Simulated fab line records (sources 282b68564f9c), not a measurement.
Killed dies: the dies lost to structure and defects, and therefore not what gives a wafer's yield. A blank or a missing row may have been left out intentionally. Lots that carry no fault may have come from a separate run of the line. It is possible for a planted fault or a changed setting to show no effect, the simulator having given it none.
fab line records + flow rit_cmos
record
- lots=5
- wafers=15
- last_day=7
route steps=202 shown CONTACT@172 M1@184
lots with no fault: from the same line, run without faults
start_h: hours from the record's first day to the start of the lot's first wafer shown + wait_h: how many hours have passed since the lot's step before this one + " unchanged from the row above + L1.1+2: one row covering several wafers at once + - either no value or no given start + * or withheld: withheld + < > ~ a bound
route shown NAME@n: NAME is a module with steps in the file, n the number in the route of the first one + usual: average and standard deviation across the fault-free wafers + same: alike in all rows + chamber/n: place in a boat + sites: each site's reading + _std_site: the values' standard deviation + _edge_site: inner sites' mean taken away from outer sites' mean + radius_mm: how far each site lies from the wafer's centre + mask NAME#n: copy n + behind: the tool/chamber that last shaped the wafer + hold: what put the lot on hold/how long, in hours/how the hold closed + device: transistor that didn't switch, given as n, p or np + end of line: tests run on the same wafers once the route is complete + a step without rows: its recipe alone + killed: at the first sort, the dies lost to defects and structure; wafer yield is something else + map: the dies of a wafer, with x for killed, . for not killed, _ for no die there
set.NAME: setting as actually run; set.NAME@STEP: the setting as run at that earlier step + model.NAME: the simulator's own value behind a step, which no gauge read
a table for each step, a row for each wafer; lots at some steps of the route
services: from which hour (start_h, from the record's first day; less than 0 if before it) a tool's chamber was out of use, for how many hours, and why
## steps
# step RIT_CONTACT_SOFTBAKE_04
# recipe
- resist=NOVOLAK
- temp_c=90
- time_s=60
# step RIT_CONTACT_EXPOSE_05
# recipe
- mask_id=M11
- na=0.6
- source_shape=conventional
- sigma_outer=0.5
- target_cd_nm=1000
- dose_mj=250
# step RIT_CONTACT_PEB_06
# recipe
- resist=NOVOLAK
- temp_c=withheld
- time_s=withheld
# step RIT_CONTACT_DEVELOP_07
# recipe
- resist=NOVOLAK
- develop_time_s=120
- dev_temp_c=23
# step RIT_CONTACT_CD_MEAS_08
# recipe
- target_cd_nm=1000
# usual
- cd_nm=999.3/1.8
| lot.wafer | tool      | chamber | start_h | wait_h | cd_nm  |
|-----------|-----------|---------|---------|--------|--------|
| L821.1    | cd_sem-02 | -       | 117.03  | -      | 1002.3 |
| L821.2    | "         | -       | "       | "      | 1002.4 |
| L821.5    | "         | -       | "       | "      | 1001.3 |
| L823.3    | cd_sem-01 | -       | 129.49  | -      | 997.5  |
| L823.4    | "         | -       | "       | "      | 999.2  |
| L823.6    | "         | -       | "       | "      | 998.8  |
| L824.2    | cd_sem-01 | -       | 132.07  | -      | 997.5  |
| L824.3    | "         | -       | "       | "      | 1001.0 |
| L824.4    | "         | -       | "       | "      | 1000.8 |
| L830.1    | cd_sem-02 | -       | 161.86  | -      | 999.1  |
| L830.4    | "         | -       | "       | "      | 998.2  |
| L830.6    | "         | -       | "       | "      | 997.8  |
| L831.2    | cd_sem-02 | -       | 165.83  | -      | 997.7  |
| L831.4    | "         | -       | "       | "      | 998.1  |
| L831.6    | "         | -       | "       | "      | 997.3  |
# step RIT_CONTACT_OVL_MEAS_09
# usual
- CONTACT_OVL=0.2/1.2
| lot.wafer | tool       | chamber | start_h | wait_h | CONTACT_OVL[nm] |
|-----------|------------|---------|---------|--------|-----------------|
| L821.1    | overlay-01 | -       | 117.15  | 0.1    | -0.1            |
| L821.2    | "          | -       | "       | "      | 1.2             |
| L821.5    | "          | -       | "       | "      | 1.2             |
| L823.3    | overlay-02 | -       | 129.58  | 0.1    | 0.0             |
| L823.4    | "          | -       | "       | "      | 1.1             |
| L823.6    | "          | -       | "       | "      | 0.9             |
| L824.2    | overlay-02 | -       | 132.17  | 0.1    | 0.0             |
| L824.3    | "          | -       | "       | "      | -1.1            |
| L824.4    | "          | -       | "       | "      | -2.5            |
| L830.1    | overlay-02 | -       | 161.98  | 0.1    | -1.6            |
| L830.4    | "          | -       | "       | "      | 0.2             |
| L830.6    | "          | -       | "       | "      | -0.7            |
| L831.2    | overlay-01 | -       | 165.94  | 0.1    | -0.5            |
| L831.4    | "          | -       | "       | "      | -0.4            |
| L831.6    | "          | -       | "       | "      | -0.4            |
# step RIT_CONTACT_HARDBAKE_10
# recipe
- resist=NOVOLAK
- temp_c=140
- time_s=60
# step RIT_CONTACT_ETCH_11
# recipe
- target_depth_a=4800
- over_etch_frac=0.2
- stop_on=TiSi2
- chemistry=CHF3/CF4/Ar
- target=SiO2
- CHF3_flow_sccm=50
- cf4_flow_sccm=10
- Ar_flow_sccm=100
- O2_flow_sccm=5
- pressure_mtorr=100
- rf_w=206.3
- time_s=320
# usual
- drypump_motor_current_A=5.6/0.33
- oes_product_au=0.995/0.0096
- throttle_valve_pct=8.82/0.1
| lot.wafer | tool        | chamber | start_h | wait_h | drypump_motor_current_A | oes_product_au | rf_hours_counter_h | throttle_valve_pct |
|-----------|-------------|---------|---------|--------|-------------------------|----------------|--------------------|--------------------|
| L821.1    | rie_diel-01 | 1       | 117.34  | 0.1    | 5.4                     | 0.977          | 110                | 8.88               |
| L821.2    | "           | 2       | "       | "      | 6.1                     | 1.002          | 146                | 8.81               |
| L821.5    | "           | 2       | "       | "      | 6.1                     | 0.997          | -                  | 8.80               |
| L823.3    | rie_diel-03 | 3       | 129.75  | 0.1    | 5.8                     | 0.987          | 62                 | 8.85               |
| L823.4    | "           | 0       | "       | "      | 5.9                     | 1.001          | 24                 | 8.90               |
| L823.6    | "           | 3       | "       | "      | 5.8                     | 0.992          | -                  | 8.86               |
| L824.2    | rie_diel-01 | 3       | 132.55  | 0.1    | 5.7                     | 0.986          | 0                  | 8.89               |
| L824.3    | "           | 0       | "       | "      | 6.1                     | 1.002          | 68                 | 8.78               |
| L824.4    | "           | 2       | "       | "      | 6.1                     | 0.998          | 147                | 8.81               |
| L830.1    | rie_diel-04 | 3       | 162.17  | 0.1    | 5.8                     | 0.995          | 10                 | 8.65               |
| L830.4    | "           | 2       | "       | "      | 5.6                     | 1.004          | 114                | 8.94               |
| L830.6    | "           | 3       | "       | "      | 5.7                     | 0.990          | -                  | 8.65               |
| L831.2    | rie_diel-01 | 1       | 166.12  | 0.1    | 5.4                     | 0.979          | 111                | 8.89               |
| L831.4    | "           | 2       | "       | "      | 6.1                     | 0.999          | 148                | 8.80               |
| L831.6    | "           | 1       | "       | "      | 5.3                     | 0.985          | -                  | 8.88               |
# step RIT_CONTACT_STRIP_12
# recipe
- chemistry=O2
- time_s=180
- resist=NOVOLAK
- platen_temp_c=withheld
- power_w=500
- pressure_mtorr=4000
- o2_flow_sccm=4000
# usual
- drypump_motor_current_A=5.86/0.29
| lot.wafer | tool            | chamber | start_h | wait_h | drypump_motor_current_A | rf_hours_counter_h |
|-----------|-----------------|---------|---------|--------|-------------------------|--------------------|
| L821.1    | plasma_asher-01 | 0       | 117.53  | 0.1    | 5.57                    | 46                 |
| L821.2    | "               | 1       | "       | "      | 6.30                    | 46                 |
| L821.5    | "               | 1       | "       | "      | 6.29                    | -                  |
| L823.3    | plasma_asher-01 | 0       | 130.01  | 0.2    | 5.60                    | -                  |
| L823.4    | "               | 1       | "       | "      | 6.33                    | -                  |
| L823.6    | "               | 1       | "       | "      | 6.32                    | -                  |
| L824.2    | plasma_asher-02 | 1       | 132.74  | 0.1    | 5.74                    | 36                 |
| L824.3    | "               | 0       | "       | "      | 5.93                    | -                  |
| L824.4    | "               | 1       | "       | "      | 5.74                    | -                  |
| L830.1    | plasma_asher-01 | 1       | 162.36  | 0.1    | 6.29                    | 51                 |
| L830.4    | "               | 1       | "       | "      | 6.32                    | -                  |
| L830.6    | "               | 0       | "       | "      | 5.56                    | -                  |
| L831.2    | plasma_asher-03 | 1       | 166.31  | 0.1    | 5.50                    | 5                  |
| L831.4    | "               | 0       | "       | "      | 6.01                    | -                  |
| L831.6    | "               | 0       | "       | "      | 6.04                    | -                  |
# step RIT_CONTACT_CD_MEAS_90
# recipe
- target_cd_nm=1000
# usual
- cd_nm=999.5/1.8
| lot.wafer | tool      | chamber | start_h | wait_h | cd_nm  |
|-----------|-----------|---------|---------|--------|--------|
| L821.1    | cd_sem-01 | -       | 117.70  | 0.1    | 1002.6 |
| L821.2    | "         | -       | "       | "      | 1002.2 |
| L821.5    | "         | -       | "       | "      | 1001.6 |
| L823.3    | cd_sem-01 | -       | 130.16  | 0.1    | 997.6  |
| L823.4    | "         | -       | "       | "      | 999.6  |
| L823.6    | "         | -       | "       | "      | 999.0  |
| L824.2    | cd_sem-02 | -       | 132.94  | 0.1    | 997.3  |
| L824.3    | "         | -       | "       | "      | 1001.2 |
| L824.4    | "         | -       | "       | "      | 1000.8 |
| L830.1    | cd_sem-01 | -       | 162.54  | 0.1    | 999.5  |
| L830.4    | "         | -       | "       | "      | 998.8  |
| L830.6    | "         | -       | "       | "      | 998.4  |
| L831.2    | cd_sem-02 | -       | 166.50  | 0.1    | 997.9  |
| L831.4    | "         | -       | "       | "      | 998.9  |
| L831.6    | "         | -       | "       | "      | 997.8  |
# step RIT_CONTACT_CLEAN_13
# recipe
- chemistry=SC1
- mix=3:3:50
- time_s=600
- temp_c=75
# step RIT_CONTACT_CLEAN_14
# recipe
- chemistry=SC2
- mix=3:3:50
- time_s=600
- temp_c=75
- dry=n2_spin
# step RIT_M1_SPUTTER_00
# recipe
- material=Al
- target_thk_nm=400
- power_w=2000
- chamber_pressure_pa=0.4
- gas=Ar
- time_s=500
- substrate_temp_c=25
# usual
- throttle_valve_pct=30.1/0.8
| lot.wafer | tool           | chamber | start_h | wait_h | throttle_valve_pct | model.Al_of_M1_SPUTTER_00.thk_nm |
|-----------|----------------|---------|---------|--------|--------------------|----------------------------------|
| L821.1    | pvd_sputter-04 | -       | 118.19  | 0.0    | 28.5               | 390.8                            |
| L821.2    | "              | -       | "       | "      | 29.0               | 394.1                            |
| L821.5    | "              | -       | "       | "      | 28.3               | 392                              |
| L823.3    | pvd_sputter-03 | -       | 130.63  | 0.0    | 29.7               | 399                              |
| L823.4    | "              | -       | "       | "      | 31.1               | 401.7                            |
| L823.6    | "              | -       | "       | "      | 30.1               | 399.3                            |
| L824.2    | pvd_sputter-01 | -       | 133.40  | 0.0    | 30.8               | 401.6                            |
| L824.3    | "              | -       | "       | "      | 30.0               | 401.3                            |
| L824.4    | "              | -       | "       | "      | 30.7               | 399                              |
| L830.1    | pvd_sputter-01 | -       | 163.02  | 0.0    | 30.5               | 414.8                            |
| L830.4    | "              | -       | "       | "      | 30.1               | 412.8                            |
| L830.6    | "              | -       | "       | "      | 30.3               | 415.5                            |
| L831.2    | pvd_sputter-04 | -       | 166.97  | 0.0    | 30.4               | 395.7                            |
| L831.4    | "              | -       | "       | "      | 30.3               | 391.4                            |
| L831.6    | "              | -       | "       | "      | 28.6               | 391.8                            |
# step RIT_M1_RS_MEAS_01
# recipe
- thk_meas_gauge=four-point-probe
- reads=Al_of_M1_SPUTTER_00
# usual
- M1_AL_RS=0.0737/0.00078
| lot.wafer | tool          | chamber | start_h | wait_h | M1_AL_RS[ohm/sq] |
|-----------|---------------|---------|---------|--------|------------------|
| L821.1    | film_metro-03 | -       | 118.49  | 0.1    | 0.0754           |
| L821.2    | "             | -       | "       | "      | 0.0747           |
| L821.5    | "             | -       | "       | "      | 0.0750           |
| L823.3    | film_metro-04 | -       | 130.96  | 0.2    | 0.0736           |
| L823.4    | "             | -       | "       | "      | 0.0729           |
| L823.6    | "             | -       | "       | "      | 0.0736           |
| L824.2    | film_metro-03 | -       | 133.72  | 0.2    | 0.0733           |
| L824.3    | "             | -       | "       | "      | 0.0733           |
| L824.4    | "             | -       | "       | "      | 0.0737           |
| L830.1    | film_metro-04 | -       | 163.32  | 0.1    | 0.0709           |
| L830.4    | "             | -       | "       | "      | 0.0711           |
| L830.6    | "             | -       | "       | "      | 0.0706           |
| L831.2    | film_metro-04 | -       | 167.28  | 0.2    | 0.0743           |
| L831.4    | "             | -       | "       | "      | 0.0751           |
| L831.6    | "             | -       | "       | "      | 0.0750           |
# step RIT_M1_THK_MEAS_02
# recipe
- thk_meas_gauge=xrf
- reads=Al_of_M1_SPUTTER_00
# usual
- M1_AL_THK=394/5
| lot.wafer | tool          | chamber | start_h | wait_h | M1_AL_THK[nm] |
|-----------|---------------|---------|---------|--------|---------------|
| L821.1    | film_metro-03 | -       | 118.61  | 0.1    | 391           |
| L821.2    | "             | -       | "       | "      | 393           |
| L821.5    | "             | -       | "       | "      | 393           |
| L823.3    | film_metro-04 | -       | 131.06  | 0.1    | 398           |
| L823.4    | "             | -       | "       | "      | 401           |
| L823.6    | "             | -       | "       | "      | 399           |
| L824.2    | film_metro-03 | -       | 133.83  | 0.1    | 399           |
| L824.3    | "             | -       | "       | "      | 398           |
| L824.4    | "             | -       | "       | "      | 394           |
| L830.1    | film_metro-04 | -       | 163.44  | 0.1    | 410           |
| L830.4    | "             | -       | "       | "      | 409           |
| L830.6    | "             | -       | "       | "      | 412           |
| L831.2    | film_metro-04 | -       | 167.39  | 0.1    | 390           |
| L831.4    | "             | -       | "       | "      | 385           |
| L831.6    | "             | -       | "       | "      | 385           |
# step RIT_M1_HMDS_03
# recipe
- prime_time_s=60
- prime_temp_c=140
# step RIT_M1_COAT_04
# recipe
- resist=NOVOLAK
- spin_rpm=2000
- resist_thk_nm=1300
# step RIT_M1_SOFTBAKE_05
# recipe
- resist=NOVOLAK
- temp_c=90
- time_s=60
# step RIT_M1_EXPOSE_06
# recipe
- mask_id=M12
- na=0.6
- source_shape=conventional
- sigma_outer=0.5
- target_cd_nm=2600
- dose_mj=250
# step RIT_M1_PEB_07
# recipe
- resist=NOVOLAK
- temp_c=withheld
- time_s=withheld
# step RIT_M1_DEVELOP_08
# recipe
- resist=NOVOLAK
- develop_time_s=68
- dev_temp_c=23
# step RIT_M1_CD_MEAS_09
# recipe
- target_cd_nm=2600
# usual
- cd_nm=2600.6/2.5
| lot.wafer | tool      | chamber | start_h | wait_h | cd_nm  |
|-----------|-----------|---------|---------|--------|--------|
| L821.1    | cd_sem-02 | -       | 119.67  | -      | 2601.0 |
| L821.2    | "         | -       | "       | "      | 2600.9 |
| L821.5    | "         | -       | "       | "      | 2598.3 |
| L823.3    | cd_sem-02 | -       | 132.15  | -      | 2601.7 |
| L823.4    | "         | -       | "       | "      | 2603.3 |
| L823.6    | "         | -       | "       | "      | 2601.9 |
| L824.2    | cd_sem-02 | -       | 134.97  | -      | 2597.9 |
| L824.3    | "         | -       | "       | "      | 2598.8 |
| L824.4    | "         | -       | "       | "      | 2599.6 |
| L830.1    | cd_sem-02 | -       | 164.38  | -      | 2605.1 |
| L830.4    | "         | -       | "       | "      | 2601.3 |
| L830.6    | "         | -       | "       | "      | 2600.4 |
| L831.2    | cd_sem-02 | -       | 168.34  | -      | 2605.1 |
| L831.4    | "         | -       | "       | "      | 2601.4 |
| L831.6    | "         | -       | "       | "      | 2604.0 |
# step RIT_M1_OVL_MEAS_10
# usual
- M1_OVL=0.6/1.5
| lot.wafer | tool       | chamber | start_h | wait_h | M1_OVL[nm] |
|-----------|------------|---------|---------|--------|------------|
| L821.1    | overlay-01 | -       | 119.79  | 0.1    | 0.7        |
| L821.2    | "          | -       | "       | "      | 0.9        |
| L821.5    | "          | -       | "       | "      | 2.5        |
| L823.3    | overlay-01 | -       | 132.24  | 0.1    | -2.3       |
| L823.4    | "          | -       | "       | "      | 0.9        |
| L823.6    | "          | -       | "       | "      | -0.5       |
| L824.2    | overlay-01 | -       | 135.08  | 0.1    | -0.1       |
| L824.3    | "          | -       | "       | "      | -1.0       |
| L824.4    | "          | -       | "       | "      | 1.2        |
| L830.1    | overlay-02 | -       | 164.50  | 0.1    | 1.8        |
| L830.4    | "          | -       | "       | "      | 1.1        |
| L830.6    | "          | -       | "       | "      | 3.0        |
| L831.2    | overlay-01 | -       | 168.45  | 0.1    | 0.8        |
| L831.4    | "          | -       | "       | "      | 2.1        |
| L831.6    | "          | -       | "       | "      | 0.2        |
# step RIT_M1_HARDBAKE_11
# recipe
- resist=NOVOLAK
- temp_c=140
- time_s=120
# step RIT_M1_METAL_ETCH_12
# recipe
- stop_on=SiO2
- chemistry=Cl2/BCl3
- target=Al
- time_s=165
- over_etch_frac=0.5
- pressure_mtorr=100
- target_depth_a=6000
- rf_w=250
- Cl2_flow_sccm=60
- bcl3_flow_sccm=50
# usual
- drypump_motor_current_A=5.5/0.54
- oes_product_au=0.777/0.011
- throttle_valve_pct=8.27/0.046
| lot.wafer | tool         | chamber | start_h | wait_h | drypump_motor_current_A | oes_product_au | rf_hours_counter_h | throttle_valve_pct | model.M1.feature_depth_nm | model.etch.depth_nm |
|-----------|--------------|---------|---------|--------|-------------------------|----------------|--------------------|--------------------|---------------------------|---------------------|
| L821.1    | rie_metal-03 | 1       | 120.08  | 0.2    | 5.9                     | 0.781          | 35                 | 8.19               | 422.2                     | 390.8               |
| L821.2    | "            | 0       | "       | "      | 5.0                     | 0.760          | 39                 | 8.33               | 426.1                     | 394.1               |
| L821.5    | "            | 1       | "       | "      | 5.9                     | 0.778          | -                  | 8.20               | 423.3                     | 392                 |
| L823.3    | rie_metal-04 | 0       | 132.71  | 0.2    | 5.2                     | 0.771          | -                  | 8.25               | 431.2                     | 399                 |
| L823.4    | "            | 1       | "       | "      | 6.4                     | 0.793          | -                  | 8.24               | 433.6                     | 401.7               |
| L823.6    | "            | 0       | "       | "      | 5.2                     | 0.777          | -                  | 8.25               | 431.3                     | 399.3               |
| L824.2    | rie_metal-03 | 0       | 135.36  | 0.2    | 5.1                     | 0.775          | 39                 | 8.32               | 434                       | 401.6               |
| L824.3    | "            | 1       | "       | "      | 5.9                     | 0.791          | -                  | 8.19               | 432.8                     | 401.3               |
| L824.4    | "            | 0       | "       | "      | 5.1                     | 0.763          | -                  | 8.34               | 431                       | 399                 |
| L830.1    | rie_metal-02 | 0       | 164.78  | 0.2    | 4.8                     | 0.791          | 5                  | 8.29               | 447.9                     | 414.8               |
| L830.4    | "            | 1       | "       | "      | 5.7                     | 0.791          | -                  | 8.29               | 444.7                     | 412.8               |
| L830.6    | "            | 1       | "       | "      | 5.7                     | 0.803          | -                  | 8.28               | 447.6                     | 415.5               |
| L831.2    | rie_metal-03 | 1       | 168.73  | 0.2    | 5.9                     | 0.786          | 0                  | 8.19               | 427.6                     | 395.7               |
| L831.4    | "            | 1       | "       | "      | 5.9                     | 0.778          | -                  | 8.20               | 423.3                     | 391.4               |
| L831.6    | "            | 1       | "       | "      | 5.9                     | 0.778          | -                  | 8.18               | 423.4                     | 391.8               |
# step RIT_M1_STRIP_13
# recipe
- chemistry=nmp
- resist=NOVOLAK
- temp_c=80
- time_s=600
- dry=n2_spin
# step RIT_M1_PROBE_99
# usual
- defect_limited_yield=97.4/1.1
- killed_at_M0_to_M3=0.0/0.18
- killed_at_front_end=6.6/3
- killed_dies=7/3
- killed_open=3.3/2
- killed_short=3.4/2
- sort_bin_3_pad_short=0.1/0.25
- sort_bin_5_function=1.5/0.86
- sort_bin_6_memory=0.9/0.63
- sort_n_pass=257/3
- sort_yield_pct=97.4/1.1
# same
- gross_dies=264
- killed_at_M4_up=0
- killed_at_back_side=0
- killed_at_contacts=0
- killed_at_other=0
| lot.wafer | tool      | chamber | start_h | wait_h | defect_limited_yield[%] | killed_at_M0_to_M3 | killed_at_front_end | killed_dies | killed_open | killed_short | sort_bin_3_pad_short[%] | sort_bin_5_function[%] | sort_bin_6_memory[%] | sort_n_pass | sort_yield_pct[%] | model.etest.m1.rs_ohm_sq |
|-----------|-----------|---------|---------|--------|-------------------------|--------------------|---------------------|-------------|-------------|--------------|-------------------------|------------------------|----------------------|-------------|-------------------|--------------------------|
| L821.1    | prober-01 | -       | 122.36  | 0.1    | 97.7                    | 0                  | 6                   | 6           | 2           | 4            | 0                       | 1.5                    | 0.8                  | 258         | 97.7              | 0.07402                  |
| L821.2    | prober-01 | -       | 122.41  | 0.1    | 97.0                    | 0                  | 8                   | 8           | 3           | 5            | 0.4                     | 1.1                    | 1.5                  | 256         | 97.0              | 0.07343                  |
| L821.5    | prober-01 | -       | 122.56  | 0.2    | 97.3                    | 0                  | 7                   | 7           | 3           | 4            | 0                       | 1.9                    | 0.8                  | 257         | 97.3              | 0.07433                  |
| L823.3    | prober-01 | -       | 135.02  | 0.2    | 98.1                    | 0                  | 5                   | 5           | 2           | 3            | 0                       | 1.1                    | 0.8                  | 259         | 98.1              | 0.07244                  |
| L823.4    | prober-01 | -       | 135.07  | 0.2    | 97.3                    | 0                  | 7                   | 7           | 4           | 3            | 0.4                     | 0.8                    | 1.5                  | 257         | 97.3              | 0.0724                   |
| L823.6    | prober-01 | -       | 135.17  | 0.2    | 97.3                    | 0                  | 7                   | 7           | 4           | 3            | 0                       | 2.7                    | 0                    | 257         | 97.3              | 0.07231                  |
| L824.2    | prober-02 | -       | 137.66  | 0.1    | 95.1                    | 0                  | 13                  | 13          | 6           | 7            | 0                       | 2.7                    | 2.3                  | 251         | 95.1              | 0.07171                  |
| L824.3    | prober-02 | -       | 137.71  | 0.2    | 98.1                    | 0                  | 5                   | 5           | 2           | 3            | 0                       | 0.8                    | 1.1                  | 259         | 98.1              | 0.07207                  |
| L824.4    | prober-02 | -       | 137.76  | 0.2    | 97.3                    | 0                  | 7                   | 7           | 4           | 3            | 0                       | 1.5                    | 1.1                  | 257         | 97.3              | 0.07249                  |
| L830.1    | prober-01 | -       | 167.03  | 0.1    | 97.3                    | 0                  | 7                   | 7           | 1           | 6            | 0.4                     | 0.8                    | 1.5                  | 257         | 97.3              | 0.07049                  |
| L830.4    | prober-01 | -       | 167.18  | 0.2    | 96.6                    | 0                  | 9                   | 9           | 5           | 4            | 0                       | 1.9                    | 1.5                  | 255         | 96.6              | 0.07069                  |
| L830.6    | prober-01 | -       | 167.28  | 0.2    | 95.8                    | 0                  | 11                  | 11          | 6           | 5            | 0                       | 3.4                    | 0.8                  | 253         | 95.8              | 0.06968                  |
| L831.2    | prober-02 | -       | 171.05  | 0.1    | 97.3                    | 0                  | 7                   | 7           | 3           | 4            | 0                       | 1.5                    | 1.1                  | 257         | 97.3              | 0.07361                  |
| L831.4    | prober-02 | -       | 171.15  | 0.2    | 97.0                    | 0                  | 8                   | 8           | 7           | 1            | 0                       | 1.5                    | 1.5                  | 256         | 97.0              | 0.07417                  |
| L831.6    | prober-02 | -       | 171.25  | 0.2    | 95.8                    | 1                  | 10                  | 11          | 8           | 3            | 0                       | 2.3                    | 1.9                  | 253         | 95.8              | 0.07398                  |
# killed by level:class
L821.1 GATE:geometric_particle:short=3 FOX1:geometric_particle:short=1 FOX2:geometric_particle:open=1 GATE:geometric_particle:open=1
L821.2 GATE:geometric_particle:short=4 FOX1:geometric_particle:open=1 GATE:geometric_particle:open=1 SPACER:geometric_particle:short=1 SPACER:geometric_particle:open=1
L821.5 FOX1:geometric_particle:short=1 FOX2:geometric_particle:open=1 GATE:geometric_particle:open=1 GATE:geometric_particle:short=1 REOX:geometric_particle:short=1 SPACER:geometric_particle:open=1 SILICIDE:geometric_particle:short=1
L823.3 FOX2:geometric_particle:open=1 GATE:geometric_particle:open=1 GATE:geometric_particle:short=1 REOX:geometric_particle:short=1 SILICIDE:geometric_particle:short=1
L823.4 REOX:geometric_particle:short=3 SILICIDE:geometric_particle:open=2 FOX1:geometric_particle:open=1 FOX2:geometric_particle:open=1
L823.6 SPACER:geometric_particle:short=2 FOX1:geometric_particle:short=1 FOX1:geometric_particle:open=1 GATE:geometric_particle:open=1 SPACER:geometric_particle:open=1 SILICIDE:geometric_particle:open=1
L824.2 GATE:geometric_particle:open=3 FOX1:geometric_particle:short=2 GATE:geometric_particle:short=2 SPACER:geometric_particle:open=2 SPACER:geometric_particle:short=2 SILICIDE:geometric_particle:short=1 SILICIDE:geometric_particle:open=1
L824.3 GATE:geometric_particle:short=3 GATE:geometric_particle:open=1 SILICIDE:geometric_particle:open=1
L824.4 GATE:geometric_particle:open=2 GATE:geometric_particle:short=2 FOX1:geometric_particle:open=1 SPACER:geometric_particle:short=1 SPACER:geometric_particle:open=1
L830.1 GATE:geometric_particle:short=2 FOX1:geometric_particle:short=1 GATE:geometric_particle:open=1 REOX:geometric_particle:short=1 SPACER:geometric_particle:short=1 SILICIDE:geometric_particle:short=1
L830.4 FOX2:geometric_particle:open=3 REOX:geometric_particle:short=2 GATE:geometric_particle:open=1 GATE:geometric_particle:short=1 SPACER:geometric_particle:open=1 SILICIDE:geometric_particle:short=1
L830.6 GATE:geometric_particle:short=2 GATE:geometric_particle:open=2 REOX:geometric_particle:open=2 SPACER:geometric_particle:open=2 FOX1:geometric_particle:short=1 FOX2:geometric_particle:short=1 SILICIDE:geometric_particle:short=1
L831.2 GATE:geometric_particle:open=3 GATE:geometric_particle:short=2 REOX:geometric_particle:short=1 SILICIDE:geometric_particle:short=1
L831.4 GATE:geometric_particle:open=4 FOX1:geometric_particle:open=1 SPACER:geometric_particle:open=1 SPACER:geometric_particle:short=1 SILICIDE:geometric_particle:open=1
L831.6 SPACER:geometric_particle:open=3 GATE:geometric_particle:open=2 REOX:geometric_particle:open=2 FOX2:geometric_particle:open=1 GATE:geometric_particle:short=1 SPACER:geometric_particle:short=1 M1:geometric_particle:short=1
## services
| tool            | chamber | start_h | hours | kind           |
|-----------------|---------|---------|-------|----------------|
| rie_diel-01     | 3       | 99.00   | 7.7   | repair         |
| rie_diel-01     | 3       | 106.66  | -     | clean          |
| rie_diel-01     | 3       | 106.66  | 23.5  | scheduled_down |
| rie_diel-01     | 3       | 106.66  | 23.5  | vent_cycle     |
| rie_diel-04     | 0       | 106.71  | 3.4   | repair         |
| plasma_asher-03 | -       | 108.75  | 9.0   | pm             |
| plasma_asher-03 | 0       | 108.75  | 9.0   | vent_cycle     |
| plasma_asher-03 | 1       | 108.75  | 9.0   | vent_cycle     |
| plasma_asher-03 | 0       | 117.75  | -     | clean          |
| plasma_asher-03 | 1       | 117.75  | -     | clean          |
| rie_diel-01     | 0       | 118.56  | 13.5  | repair         |
| rie_diel-03     | -       | 120.31  | 2.8   | pm             |
| rie_metal-03    | -       | 136.12  | 20.0  | pm             |
| rie_metal-03    | 0       | 136.12  | 20.0  | vent_cycle     |
| rie_metal-03    | 1       | 136.12  | 20.0  | vent_cycle     |
| pvd_sputter-04  | -       | 139.98  | 4.9   | repair         |
| rie_diel-04     | -       | 141.30  | 0.2   | repair         |
| plasma_asher-03 | -       | 153.41  | 2.8   | pm             |
| rie_metal-03    | 0       | 156.12  | -     | clean          |
| rie_metal-03    | 1       | 156.12  | -     | clean          |
| pvd_sputter-03  | -       | 161.65  | 2.2   | repair         |
## key
first_sign
- step=RIT_M1_RS_MEAS_01
- reading=M1_AL_RS
- direction=down
- sigmas=3.7
- usual=0.0737
- struck=0.0709
effect
- step=RIT_M1_THK_MEAS_02
- reading=M1_AL_THK
- direction=up
- sigmas=3.3
- usual=394
- struck=410
model_effect
- step=RIT_M1_SPUTTER_00
- value=Al_of_M1_SPUTTER_00.thk_nm
- without=396.8
- struck=414.3
model_effect
- step=RIT_M1_METAL_ETCH_12
- value=M1.feature_depth_nm
- without=429.2
- struck=446.7
model_effect
- step=RIT_M1_PROBE_99
- value=etest.m1.rs_ohm_sq
- without=0.07338
- struck=0.07029
met_at RIT_M1_SPUTTER_00
struck_wafers L830.1,L830.4,L830.6
onset_between 133.40 163.02
also_fits RIT_CONTACT_ETCH_11:rie_diel-04,RIT_CONTACT_STRIP_12:plasma_asher-01
fault
- kind=process_parameter_drift
- tool=pvd_sputter-01
- chamber=-
- onset_h=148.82
- steps=RIT_M1_SPUTTER_00
- channel=target_thk_nm
- offset=17.569
- shape=step
- stated=400
